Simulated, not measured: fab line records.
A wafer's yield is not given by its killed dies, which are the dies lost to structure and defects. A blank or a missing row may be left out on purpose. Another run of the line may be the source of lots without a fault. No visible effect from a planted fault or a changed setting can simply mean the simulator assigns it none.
The tool behind it: which one? + flow rit cmos + 39 wafers from 13 lots sampled at 6 of the route's 202 steps

WHAT EACH GAUGE READ, for each wafer
RIT_GATE_OVL_MEAS_17. Usual: GATE_OVL 0.1 nm, standard deviation 1.5.
| lot  | measured    | on         | GATE_OVL (nm)  | flag |
|------|-------------|------------|----------------|------|
| L326 | day 3 04:04 | overlay-02 | 3.3 3.9 3.0    |      |
| L327 | day 3 08:34 | overlay-01 | -0.6 -1.1 -0.9 |      |
| L328 | day 3 10:16 | overlay-01 | 0.8 2.2 1.3    |      |
| L332 | day 4 13:03 | overlay-01 | 1.7 1.5 1.6    |      |
| L336 | day 5 15:38 | overlay-01 | 0.5 -0.4 0.2   |      |
| L337 | day 5 19:37 | overlay-02 | 0.4 0.5 0.0    |      |
| L338 | day 6 07:08 | overlay-01 | -2.0 0.8 -1.1  |      |
| L340 | day 6 14:32 | overlay-02 | 1.2 2.8 2.8    |      |
| L342 | day 6 21:55 | overlay-02 | 0.4 -0.2 -0.5  |      |
| L343 | day 6 21:37 | overlay-01 | -1.1 -1.3 -0.7 |      |
| L344 | day 7 10:16 | overlay-02 | -1.8 -0.2 0.1  |      |
| L346 | day 7 11:34 | overlay-02 | 0.0 0.2 -0.9   |      |
| L348 | day 7 13:07 | overlay-01 | 1.1 3.5 0.5    |      |

RIT_M1_RS_MEAS_01: uses a four-point probe to measure. Usual: M1_AL_RS 0.0734 ohm/sq, standard deviation 0.00087.
| lot  | measured    | on            | M1_AL_RS (ohm/sq)    | flag |
|------|-------------|---------------|----------------------|------|
| L326 | day 3 21:57 | film metro-02 | 0.0739 0.0731 0.0730 |      |
| L327 | day 4 01:47 | film metro-04 | 0.0725 0.0719 0.0725 |      |
| L328 | day 4 04:33 | film metro-04 | 0.0734 0.0739 0.0748 |      |
| L332 | day 5 06:04 | film metro-02 | 0.0728 0.0731 0.0741 |      |
| L336 | day 6 11:18 | film metro-04 | 0.0793 0.0781 0.0796 | OFF  |
| L337 | day 6 17:44 | film metro-01 | 0.0799 0.0793 0.0792 | OFF  |
| L338 | day 7 03:10 | film metro-01 | 0.0805 0.0793 0.0809 | OFF  |
| L340 | day 7 08:46 | film metro-01 | 0.0741 0.0750 0.0737 |      |
| L342 | day 7 18:47 | film metro-01 | 0.0735 0.0742 0.0729 |      |
| L343 | day 7 18:44 | film metro-04 | 0.0726 0.0718 0.0729 |      |
| L344 | day 8 05:45 | film metro-04 | 0.0712 0.0722 0.0723 |      |
| L346 | day 8 05:56 | film metro-02 | 0.0735 0.0735 0.0747 |      |
| L348 | day 8 10:20 | film metro-02 | 0.0739 0.0725 0.0737 |      |

RIT_M1_THK_MEAS_02: measures by xrf. Usual: M1_AL_THK 392 nm, standard deviation 4.8.
| lot  | measured    | on            | M1_AL_THK (nm) | flag |
|------|-------------|---------------|----------------|------|
| L326 | day 3 22:04 | film metro-02 | 387 392 394    |      |
| L327 | day 4 01:55 | film metro-04 | 394 398 395    |      |
| L328 | day 4 04:39 | film metro-04 | 390 389 384    |      |
| L332 | day 5 06:11 | film metro-02 | 397 394 388    |      |
| L336 | day 6 11:25 | film metro-04 | 362 365 361    | OFF  |
| L337 | day 6 17:52 | film metro-01 | 358 361 362    | OFF  |
| L338 | day 7 03:17 | film metro-01 | 356 360 355    | OFF  |
| L340 | day 7 08:53 | film metro-01 | 387 383 390    |      |
| L342 | day 7 18:53 | film metro-01 | 391 386 391    |      |
| L343 | day 7 18:51 | film metro-04 | 394 400 392    |      |
| L344 | day 8 05:52 | film metro-04 | 399 396 398    |      |
| L346 | day 8 06:03 | film metro-02 | 392 393 388    |      |
| L348 | day 8 10:26 | film metro-02 | 392 398 392    |      |

WHICH TOOL RAN EACH LOT (tool, then ch and the chambers of the sampled wafers, then the start)
| lot  | RIT_NRETRO_STRIP_09                 | RIT_PLDD_STRIP_09                   | RIT_M1_SPUTTER_00           |
|------|-------------------------------------|-------------------------------------|-----------------------------|
| L326 | plasma asher-03 ch 0,1, day 2 17:33 | plasma asher-03 ch 0,1, day 3 12:07 | pvd sputter-01, day 3 21:37 |
| L327 | plasma asher-03 ch 0,1, day 2 22:22 | plasma asher-02 ch 0,1, day 3 15:52 | pvd sputter-01, day 4 01:30 |
| L328 | plasma asher-03 ch 0,1, day 3 02:25 | plasma asher-04 ch 0,1, day 3 18:26 | pvd sputter-03, day 4 04:13 |
| L332 | plasma asher-03 ch 0,1, day 3 22:03 | plasma asher-04 ch 0,1, day 4 20:13 | pvd sputter-01, day 5 05:46 |
| L336 | plasma asher-02 ch 0,1, day 4 23:57 | plasma asher-04 ch 0,1, day 6 01:32 | pvd sputter-01, day 6 10:59 |
| L337 | plasma asher-04 ch 0,1, day 5 04:27 | plasma asher-04 ch 0,1, day 6 07:59 | pvd sputter-01, day 6 17:27 |
| L338 | plasma asher-03 ch 0,1, day 5 12:10 | plasma asher-02 ch 0,1, day 6 17:02 | pvd sputter-01, day 7 02:51 |
| L340 | plasma asher-04 ch 0,1, day 5 23:41 | plasma asher-03 ch 0,1, day 6 22:47 | pvd sputter-03, day 7 08:28 |
| L342 | plasma asher-03 ch 0, day 6 13:20   | plasma asher-04 ch 0,1, day 7 07:16 | pvd sputter-03, day 7 18:28 |
| L343 | plasma asher-02 ch 0,1, day 6 13:34 | plasma asher-03 ch 1, day 7 06:49   | pvd sputter-04, day 7 18:26 |
| L344 | plasma asher-03 ch 0, day 6 21:33   | plasma asher-03 ch 0,1, day 7 19:09 | pvd sputter-04, day 8 05:26 |
| L346 | plasma asher-04 ch 0,1, day 7 02:46 | plasma asher-04 ch 0,1, day 7 19:37 | pvd sputter-03, day 8 05:37 |
| L348 | plasma asher-02 ch 0,1, day 7 06:11 | plasma asher-04 ch 0,1, day 7 22:48 | pvd sputter-04, day 8 10:00 |
- RIT_NRETRO_STRIP_09: strips in O2, time 180 s.
- RIT_PLDD_STRIP_09: strips in O2, time 180 s.
- RIT_M1_SPUTTER_00: material Al, target thk 400 nm, time 500 s.

WHAT THE TOOLS THEMSELVES READ (means of the sampled wafers that have a number; where no wafer has one, the mark that the record gives instead)
RIT_NRETRO_STRIP_09. Usual: drypump motor current A reads 6.0 A (standard deviation 0.61).
| lot  | tool            | drypump motor current A (A) | flag |
|------|-----------------|-----------------------------|------|
| L326 | plasma asher-03 | 5.8                         |      |
| L327 | plasma asher-03 | 5.8                         |      |
| L328 | plasma asher-03 | 5.8                         |      |
| L332 | plasma asher-03 | 5.6                         |      |
| L336 | plasma asher-02 | 6.7                         |      |
| L337 | plasma asher-04 | 5.5                         |      |
| L338 | plasma asher-03 | 5.6                         |      |
| L340 | plasma asher-04 | 5.5                         |      |
| L342 | plasma asher-03 | 5.9                         |      |
| L343 | plasma asher-02 | 6.6                         |      |
| L344 | plasma asher-03 | 5.9                         |      |
| L346 | plasma asher-04 | 6.1                         |      |
| L348 | plasma asher-02 | 6.6                         |      |

RIT_PLDD_STRIP_09. Usual: drypump motor current A reads 5.9 A (standard deviation 0.69).
| lot  | tool            | drypump motor current A (A) | flag |
|------|-----------------|-----------------------------|------|
| L326 | plasma asher-03 | 5.7                         |      |
| L327 | plasma asher-02 | 6.6                         |      |
| L328 | plasma asher-04 | 5.5                         |      |
| L332 | plasma asher-04 | 6.1                         |      |
| L336 | plasma asher-04 | 6.1                         |      |
| L337 | plasma asher-04 | 6.1                         |      |
| L338 | plasma asher-02 | 6.7                         |      |
| L340 | plasma asher-03 | 5.8                         |      |
| L342 | plasma asher-04 | 5.5                         |      |
| L343 | plasma asher-03 | 5.5                         |      |
| L344 | plasma asher-03 | 5.6                         |      |
| L346 | plasma asher-04 | 5.5                         |      |
| L348 | plasma asher-04 | 6.1                         |      |

RIT_M1_SPUTTER_00. Usual: chamber pressure pa 0.4000 Pa, standard deviation 0.00081; throttle valve pct 29.8 %, standard deviation 0.9.
| lot  | tool           | chamber pressure pa (Pa) | throttle valve pct (%) | flag |
|------|----------------|--------------------------|------------------------|------|
| L326 | pvd sputter-01 | 0.4003                   | 29.6                   |      |
| L327 | pvd sputter-01 | 0.4003                   | 29.3                   |      |
| L328 | pvd sputter-03 | 0.4002                   | 30.0                   |      |
| L332 | pvd sputter-01 | 0.4001                   | 28.9                   |      |
| L336 | pvd sputter-01 | 0.3998                   | 29.1                   |      |
| L337 | pvd sputter-01 | 0.4014                   | 29.1                   |      |
| L338 | pvd sputter-01 | 0.3992                   | 29.9                   |      |
| L340 | pvd sputter-03 | 0.3999                   | 29.9                   |      |
| L342 | pvd sputter-03 | 0.4003                   | 30.4                   |      |
| L343 | pvd sputter-04 | 0.3992                   | 29.4                   |      |
| L344 | pvd sputter-04 | 0.3997                   | 29.9                   |      |
| L346 | pvd sputter-03 | 0.3997                   | 30.5                   |      |
| L348 | pvd sputter-04 | 0.4001                   | 30.3                   |      |

THE ANSWER, worked out from the rows above alone
Rule: a lot is off if the mean of its wafers that have a number lies more than 3 standard deviations from the usual mean. A lot without any number at a reading at which 4 lots or more have one is off too. The other lots that the step has rows for count as sound. After the gauges, taken in route order, come the tools' own readings; for these a lot's mean is taken, as printed above. The first step at which some lot is off is used, and at that step the reading that is off furthest; a lot without a number counts as furthest.
Off: at RIT_M1_RS_MEAS_01 (M1_AL_RS), L336, L337, L338.
If a tool, at a process step before that reading, ran all the lots that are off and no sound lot after the first of them, it fits. Gauges at RIT_M1_RS_MEAS_01: tried the same way as those tools. One candidate fits, namely pvd sputter-01 at RIT_M1_SPUTTER_00. A fault onset in the window from L332 (day 5 05:46, its last sound lot) to L336 (day 6 10:59, its first lot off) fits.

WHAT THE SIMULATOR PUT IN
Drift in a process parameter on pvd sputter-01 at RIT_M1_SPUTTER_00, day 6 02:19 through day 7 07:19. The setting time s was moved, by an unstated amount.
Shown lots that were struck: L336, L337, L338. The same result came from the rule above.
